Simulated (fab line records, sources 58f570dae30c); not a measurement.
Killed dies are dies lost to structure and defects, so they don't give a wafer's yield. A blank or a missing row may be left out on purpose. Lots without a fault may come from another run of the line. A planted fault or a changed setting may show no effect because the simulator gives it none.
Chamber matching | flow berkeley_cmos170 | UCB170_GATE_ETCH_15 on rie_si-01: 4 sister chambers
The step etches poly-Si in HBr/Cl2, stops on SiO2, time 56.3 s, target depth 278.2 nm. 8 wafers are shown with their chamber, then 7 later ones without.

WAFERS WITH THEIR CHAMBER
wafer  | chamber | drypump_motor_current_A (A) | throttle_valve_pct (%)
L772.6 | 2       | 6.1                         | 26.43
L775.2 | 3       | 6.1                         | 26.26
L779.4 | 1       | 6.8                         | 26.42
L784.2 | 3       | 6.0                         | 26.25
L784.3 | 2       | 6.1                         | 26.42
L784.4 | 0       | 5.2                         | 26.65
L789.2 | 0       | 5.2                         | 26.66
L789.4 | 1       | 6.9                         | 26.42

WAFERS WITHOUT THEIR CHAMBER
wafer  | drypump_motor_current_A (A) | throttle_valve_pct (%)
L789.6 | 5.2                         | 26.63
L791.2 | 6.1                         | 26.55
L791.3 | 6.0                         | 26.24
L791.6 | 6.8                         | 26.43
L794.1 | 6.1                         | 26.53
L794.5 | 6.0                         | 26.26
L794.6 | 6.1                         | 26.55

WHICH CHAMBER EACH WENT THROUGH
wafer  | from the rows above | in truth
L789.6 | 0                   | 0
L791.2 | 2                   | 2
L791.3 | 3                   | 3
L791.6 | 1                   | 1
L794.1 | 2                   | 2
L794.5 | 3                   | 3
L794.6 | 2                   | 2
Placed correctly: 7 of 7. Can't be placed from these rows: 0. Placed wrongly: 0.
How it was worked out, from the rows above alone: a wafer's distance from a chamber is the root of the sum, over the readings, of the square of ((its reading less the chamber's mean) divided by the reading's scatter). The wafer belongs to the nearest chamber; if the next one is less than 2 further off, it can't be placed. A chamber's mean is the mean of its shown wafers. The scatter: the root of (the sum of the squares of (reading less its chamber's mean) over the shown wafers, divided by (wafers less chambers)).
